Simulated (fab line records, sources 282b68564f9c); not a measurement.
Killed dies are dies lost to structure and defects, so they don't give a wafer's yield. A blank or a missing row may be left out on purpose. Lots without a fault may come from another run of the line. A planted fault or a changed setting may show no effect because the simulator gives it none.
fab line records | flow rit_cmos
record lots=14 wafers=42 last_day=7
route steps=202 shown SPACER@128 M1@202
lots that met no fault: from a run of the same line without faults
start_h: hours from the record's first day to the start of the lot's first wafer shown | wait_h: hours since the lot's step before | " the same as in the row above | L1.1+2: a row that stands for several wafers | - no value, or no start given | * or withheld: withheld | < > ~ a bound
route shown NAME@n: a module of which the file shows steps, and the number in the route of the first | usual: mean/standard deviation of fault-free wafers | same: alike in all rows | chamber/n: place in a boat | sites: the reading at each site | _std_site: their standard deviation | _edge_site: outer sites' mean less inner sites' | radius_mm: how far each site lies from the wafer's centre | mask NAME#n: copy n | behind: the tool/chamber that last shaped the wafer | hold: why the lot was held/for how many hours/how that ended | device: the transistor (n, p or np) that didn't switch | end of line: the same wafers' tests at the end of the route | a step without rows: its recipe alone | killed: dies lost to structure and defects at the first sort, not the wafer's yield | map: a wafer's dies, x killed, . not, _ none there
set.NAME: the setting as run; set.NAME@STEP: as run at that earlier step | model.NAME: the simulator's own value behind a step, which no gauge read
steps of the route over a sample of lots; a table a step, a row a wafer
services: from which hour (start_h, from the record's first day; less than 0 if before it) a tool's chamber was out of use, for how many hours, and why
## steps
# step RIT_SPACER_CVD_03
# recipe material=Si3N4 target_thk_nm=250 temp_c=810 precursor=SiH2Cl2/NH3 time_s=3300 pressure_mtorr=300 sih2cl2_flow_sccm=60 nh3_flow_sccm=150
# usual sih2cl2_flow_sccm=59.97/0.17
# columns lot.wafer tool chamber start_h wait_h sih2cl2_flow_sccm
L345.1 lpcvd-02 0 48.90 0.0 59.87
L345.3 " 0 " " 60.24
L345.6 " 0 " " 60.44
L346.1 lpcvd-01 1 54.53 0.0 59.95
L346.3 " 1 " " 59.93
L346.5 " 1 " " 60.08
L347.1 lpcvd-02 1 64.63 0.0 59.83
L347.4 " 1 " " 59.98
L347.5 " 1 " " 60.08
L348.3 lpcvd-01 1 69.28 0.1 59.76
L348.4 " 1 " " 59.90
L348.6 " 1 " " 59.81
L349.1 lpcvd-01 1 73.85 0.0 60.02
L349.2 " 1 " " 60.12
L349.6 " 1 " " 60.29
L350.1 lpcvd-02 0 78.67 0.0 60.19
L350.3 " 0 " " 59.94
L350.4 " 0 " " 60.39
L352.1 lpcvd-01 0 90.47 0.0 59.59
L352.2 " 0 " " 59.75
L352.3 " 0 " " 59.93
L353.2 lpcvd-01 1 93.35 0.3 59.97
L353.4 " 1 " " 59.84
L353.5 " 1 " " 60.03
L355.3 lpcvd-01 1 101.07 0.0 59.78
L355.4 " 1 " " 59.78
L355.6 " 1 " " 59.83
L360.2 lpcvd-02 1 124.35 0.0 59.68
L360.3 " 1 " " 59.86
L360.5 " 1 " " 60.21
L362.1 lpcvd-02 1 134.33 0.0 59.61
L362.3 " 1 " " 59.81
L362.6 " 1 " " 59.93
L364.2 lpcvd-02 1 141.25 0.0 59.73
L364.3 " 1 " " 59.90
L364.5 " 1 " " 59.97
L366.1 lpcvd-02 0 153.51 0.0 60.02
L366.2 " 0 " " 60.12
L366.4 " 0 " " 59.80
L368.2 lpcvd-02 1 160.97 0.1 60.16
L368.4 " 1 " " 59.92
L368.5 " 1 " " 59.88
# step RIT_SPACER_THK_MEAS_04
# recipe reads=Si3N4_of_SPACER_CVD_03
# usual SPACER_NITRIDE_THK=252.1/2.8
# columns lot.wafer tool chamber start_h wait_h SPACER_NITRIDE_THK[nm]
L345.1 film_metro-01 - 50.82 0.0 251.3
L345.3 " - " " 253.3
L345.6 " - " " 250.3
L346.1 film_metro-01 - 56.45 0.0 253.2
L346.3 " - " " 253.0
L346.5 " - " " 250.8
L347.1 film_metro-02 - 66.55 0.0 255.2
L347.4 " - " " 255.2
L347.5 " - " " 254.7
L348.3 film_metro-03 - 71.22 0.0 249.2
L348.4 " - " " 250.5
L348.6 " - " " 249.1
L349.1 film_metro-02 - 75.77 0.0 251.3
L349.2 " - " " 251.5
L349.6 " - " " 251.1
L350.1 film_metro-02 - 80.58 0.0 253.3
L350.3 " - " " 254.4
L350.4 " - " " 253.0
L352.1 film_metro-02 - 93.35 0.0 247.2
L352.2 " - " " 246.3
L352.3 " - " " 247.4
L353.2 film_metro-03 - 96.23 0.0 406.0
L353.4 " - " " 404.6
L353.5 " - " " 404.1
L355.3 film_metro-01 - 103.01 0.0 404.9
L355.4 " - " " 405.1
L355.6 " - " " 403.1
L360.2 film_metro-02 - 126.28 0.0 249.7
L360.3 " - " " 252.1
L360.5 " - " " 252.4
L362.1 film_metro-01 - 136.25 0.0 252.3
L362.3 " - " " 250.9
L362.6 " - " " 251.0
L364.2 film_metro-02 - 143.17 0.0 252.5
L364.3 " - " " 253.0
L364.5 " - " " 253.9
L366.1 film_metro-03 - 155.43 0.0 256.4
L366.2 " - " " 253.7
L366.4 " - " " 255.7
L368.2 film_metro-02 - 162.90 0.0 251.7
L368.4 " - " " 252.1
L368.5 " - " " 248.0
# step RIT_SPACER_ETCHBACK_05
# recipe target_depth_a=2500 SF6_flow_sccm=30 CHF3_flow_sccm=30 target=Si3N4 chemistry=SF6/CHF3 pressure_mtorr=40 rf_w=250 time_s=240 stop_on=SiO2
# usual SF6_flow_sccm=29.99/0.085 chamber_pressure_mTorr=40.00/0.038 drypump_motor_current_A=5.9/0.41 oes_product_au=0.850/0.012 throttle_valve_pct=10.31/0.12
# columns lot.wafer tool chamber start_h wait_h SF6_flow_sccm chamber_pressure_mTorr drypump_motor_current_A oes_product_au rf_hours_counter_h throttle_valve_pct
L345.1 rie_diel-01 3 50.88 0.1 29.89 40.00 5.2 0.862 136 10.25
L345.3 " 0 " " 30.03 40.00 5.6 0.857 163 10.27
L345.6 " 3 " " 29.98 39.97 5.2 0.852 - 10.24
L346.1 rie_diel-01 2 56.51 0.1 30.10 39.97 6.4 0.851 43 10.22
L346.3 " 3 " " 30.12 40.07 5.2 0.860 136 10.24
L346.5 " 0 " " 30.06 39.98 5.6 0.855 - 10.27
L347.1 rie_diel-02 2 66.61 0.1 29.92 40.03 5.7 0.865 159 10.18
L347.4 " 0 " " 30.05 40.06 6.6 0.837 150 10.24
L347.5 " 1 " " 29.95 40.03 6.1 0.845 - 10.32
L348.3 rie_diel-01 3 71.26 0.0 30.16 40.09 5.2 0.842 136 10.25
L348.4 " 2 " " 29.91 39.98 6.3 0.851 43 10.20
L348.6 " 0 " " 29.92 40.03 5.6 0.846 - 10.26
L349.1 rie_diel-04 3 75.83 0.1 30.12 40.04 5.8 0.848 69 10.38
L349.2 " 1 " " 30.02 40.02 5.6 0.852 40 10.23
L349.6 " 2 " " 29.96 40.00 5.5 0.852 - 10.12
L350.1 rie_diel-02 2 80.64 0.1 30.01 40.03 5.7 0.856 160 10.18
L350.3 " 3 " " 30.04 40.01 5.8 0.867 64 10.45
L350.4 " 0 " " 30.11 39.97 6.6 0.832 150 10.24
L352.1 rie_diel-02 3 93.41 0.1 30.09 40.02 5.8 0.843 64 10.44
L352.2 " 1 " " 30.07 39.95 6.1 0.831 123 10.31
L352.3 " 0 " " 30.03 40.06 6.6 0.827 150 10.25
L353.2 rie_diel-02 2 96.28 0.0 30.09 40.05 5.7 1.013 160 10.25
L353.4 " 3 " " 29.95 39.96 5.8 1.021 64 10.50
L353.5 " 0 " " 30.09 40.06 6.6 0.972 - 10.30
L355.3 rie_diel-01 3 103.05 0.0 29.98 40.02 5.2 1.000 137 10.29
L355.4 " 3 " " 29.91 40.00 5.2 0.994 - 10.29
L355.6 " 1 " " 29.89 39.97 5.6 0.989 - 10.59
L360.2 rie_diel-01 2 126.33 0.0 30.07 40.02 6.3 0.845 44 10.22
L360.3 " 3 " " 29.91 40.00 5.2 0.854 138 10.26
L360.5 " 1 " " 30.05 39.99 5.6 0.864 - 10.55
L362.1 rie_diel-04 1 136.31 0.1 29.90 39.96 5.6 0.837 41 10.23
L362.3 " 2 " " 29.95 39.99 5.5 0.846 2 10.10
L362.6 " 1 " " 30.05 39.93 5.6 0.840 - 10.22
L364.2 rie_diel-04 2 143.22 0.0 29.90 40.06 5.4 0.854 2 10.12
L364.3 " 3 " " 29.99 40.01 5.8 0.850 70 10.39
L364.5 " 1 " " 29.92 39.94 5.6 0.849 - 10.24
L366.1 rie_diel-02 1 155.49 0.1 29.97 40.06 6.1 0.849 125 10.31
L366.2 " 2 " " 29.96 40.06 5.7 0.842 0 10.18
L366.4 " 2 " " 29.96 39.97 5.7 0.848 - 10.17
L368.2 rie_diel-02 3 162.95 0.0 30.00 40.01 5.8 0.854 66 10.44
L368.4 " 1 " " 30.00 40.03 6.1 0.835 - 10.33
L368.5 " 3 " " 29.98 40.00 5.9 0.849 - 10.43
# step RIT_M1_PROBE_99
# usual killed_at_contacts=0.1/0.36 killed_at_front_end=7/3.1 killed_dies=7/3.1 killed_on_rim=1.9/1.4 killed_open=3.6/2.1 killed_short=3.2/1.9
# same gross_dies=264 killed_at_M0_to_M3=0 killed_at_M4_up=0 killed_at_back_side=0 killed_at_other=0
# columns lot.wafer tool chamber start_h wait_h killed_at_contacts killed_at_front_end killed_dies killed_on_rim killed_open killed_short
L350.1 prober-02 - 91.74 0.1 0 6 6 1 3 3
L350.3 prober-02 - 91.84 0.2 0 5 5 1 3 2
L350.4 prober-02 - 91.89 0.2 0 9 9 4 6 3
L353.2 prober-01 - 107.49 0.1 0 264 264 70 3 2
L353.4 prober-01 - 107.59 0.2 0 264 264 70 4 4
L353.5 prober-01 - 107.64 0.2 1 263 264 70 3 5
L355.3 prober-01 - 114.46 0.2 0 264 264 70 6 2
L355.4 prober-01 - 114.51 0.2 0 264 264 70 3 2
L355.6 prober-01 - 114.61 0.2 0 264 264 70 2 1
# killed by level:class
L350.1 GATE:geometric_particle:open=2 FOX1:geometric_particle:short=1 FOX2:geometric_particle:short=1 SPACER:geometric_particle:short=1 SILICIDE:geometric_particle:open=1
L350.3 FOX2:geometric_particle:open=2 GATE:geometric_particle:open=1 GATE:geometric_particle:short=1 REOX:geometric_particle:short=1
L350.4 GATE:geometric_particle:open=2 GATE:geometric_particle:short=2 FOX1:geometric_particle:open=1 FOX2:geometric_particle:open=1 REOX:geometric_particle:open=1 SPACER:geometric_particle:open=1 SILICIDE:geometric_particle:short=1
L353.2 SPACER:area_etchback=259 GATE:geometric_particle:open=3 GATE:geometric_particle:short=2
L353.4 SPACER:area_etchback=256 GATE:geometric_particle:open=3 GATE:geometric_particle:short=3 REOX:geometric_particle:open=1 SPACER:geometric_particle:short=1
L353.5 SPACER:area_etchback=256 GATE:geometric_particle:open=3 SILICIDE:geometric_particle:short=2 FOX2:geometric_particle:short=1 GATE:geometric_particle:short=1 CONTACT:geometric_particle:short=1
L355.3 SPACER:area_etchback=256 GATE:geometric_particle:open=4 GATE:geometric_particle:short=2 REOX:geometric_particle:open=1 SILICIDE:geometric_particle:open=1
L355.4 SPACER:area_etchback=259 GATE:geometric_particle:open=2 GATE:geometric_particle:short=1 REOX:geometric_particle:short=1 REOX:geometric_particle:open=1
L355.6 SPACER:area_etchback=261 GATE:geometric_particle:open=2 FOX1:geometric_particle:short=1
## services
# columns tool chamber start_h hours kind
rie_diel-04 2 40.29 - clean
rie_diel-04 2 40.29 16.3 scheduled_down
rie_diel-04 2 40.29 16.3 vent_cycle
rie_diel-02 3 55.19 4.0 repair
rie_diel-01 0 81.73 - clean
rie_diel-01 0 81.73 23.5 scheduled_down
rie_diel-01 0 81.73 23.5 vent_cycle
rie_diel-04 1 92.24 16.2 repair
rie_diel-02 2 97.89 - clean
rie_diel-02 2 97.89 17.9 scheduled_down
rie_diel-02 2 97.89 17.9 vent_cycle
rie_diel-02 2 137.07 15.0 repair
rie_diel-01 - 140.59 1.0 repair
rie_diel-02 0 152.06 - clean
rie_diel-02 0 152.06 14.8 scheduled_down
rie_diel-02 0 152.06 14.8 vent_cycle
rie_diel-02 - 157.75 2.8 pm
rie_diel-02 2 161.27 6.0 repair
## key
first_sign step=RIT_SPACER_THK_MEAS_04 reading=SPACER_NITRIDE_THK direction=up sigmas=54 usual=252.1 struck=404.6
effect step=RIT_SPACER_ETCHBACK_05 reading=oes_product_au direction=up sigmas=12 usual=0.850 struck=0.998
effect step=RIT_M1_PROBE_99 reading=killed_dies direction=up sigmas=84 usual=7 struck=264
more_kills_born_at RIT_SPACER_ETCHBACK_05@rie_diel-01=776 RIT_SPACER_ETCHBACK_05@rie_diel-02=771
met_at RIT_SPACER_CVD_03
struck_lots L353,L355
struck_wafers L353.2,L353.4,L353.5,L355.3,L355.4,L355.6
later_rows_left_out L353.2,L353.4,L353.5,L355.3,L355.4,L355.6
tester_left_out L353,L355
fault kind=process_parameter_drift tool=lpcvd-01 chamber=1 onset_h=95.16 steps=RIT_SPACER_CVD_03 channel=target_thk_nm offset=151.47 shape=step end_h=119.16 acts_in=these_recipes_only stated=250
# tester_left_out: of these lots the tester's yield and bins aren't shown, on N5 and GAA mostly nor the transistor test; their killed dies are dies lost to structure and defects alone, not to doping, threshold or leakage, so they don't give the yield
# later_rows_left_out: the simulator's readings of these wafers behind a module that went badly wrong aren't trusted and aren't shown, but for the sort
